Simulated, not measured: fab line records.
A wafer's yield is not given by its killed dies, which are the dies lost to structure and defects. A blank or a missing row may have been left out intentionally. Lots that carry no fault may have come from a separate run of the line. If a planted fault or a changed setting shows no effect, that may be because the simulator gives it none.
Which tool did it? | flow rit cmos | 6 lots, 18 wafers sampled, at 2 steps of a route of 202

WHAT THE GAUGES SHOWED, per wafer
RIT_M1_RS_MEAS_01: a four-point-probe measurement.
lot  | measured    | on            | M1_AL_RS (ohm/sq)
L412 | day 3 09:25 | film metro-03 | 0.0727 0.0732 0.0727
L415 | day 4 03:11 | film metro-02 | 0.0717 0.0722 0.0722
L419 | day 4 20:47 | film metro-04 | 0.0531 0.0533 0.0534 0.0533 0.0535 0.0534
L421 | day 5 07:23 | film metro-02 | 0.0527 0.0529 0.0529 0.0526 0.0530 0.0528
L423 | day 5 17:07 | film metro-04 | 0.0533 0.0534 0.0530 0.0535 0.0534 0.0531
L432 | day 7 16:01 | film metro-03 | 0.0733 0.0743 0.0741

WHAT TOOL EACH LOT RAN ON (gives the tool, then ch and the chambers of the sampled wafers, and finally the start)
lot  | RIT_M1_SPUTTER_00
L412 | pvd sputter-04, day 3 09:06
L415 | pvd sputter-03, day 4 02:53
L419 | pvd sputter-03, day 4 20:29
L421 | pvd sputter-03, day 5 07:05
L423 | pvd sputter-03, day 5 16:49
L432 | pvd sputter-02, day 7 15:43
- RIT_M1_SPUTTER_00: material Al, target thk 400 nm, time 500 s.

THE ANSWER, worked out from the rows above alone
Rule: what is usual is taken from the lots themselves. The widest of any qualifying gaps counts: lots, ordered by their means at a reading, are off when they make up no more than a third of the lots, leave a main group of 4 or more, and stand apart from it by 3 or more times the standard deviation of that group's means. If all means in a main group match to the digits the tables above print for the reading, that group is not used. Also off: a lot with no number at a reading for which 4 or more lots have one. Where the step has rows for the other lots, those lots are counted as sound.
Nothing can be told from this: no lot is off at any reading shown.

WHAT WAS PUT IN BY THE SIMULATOR
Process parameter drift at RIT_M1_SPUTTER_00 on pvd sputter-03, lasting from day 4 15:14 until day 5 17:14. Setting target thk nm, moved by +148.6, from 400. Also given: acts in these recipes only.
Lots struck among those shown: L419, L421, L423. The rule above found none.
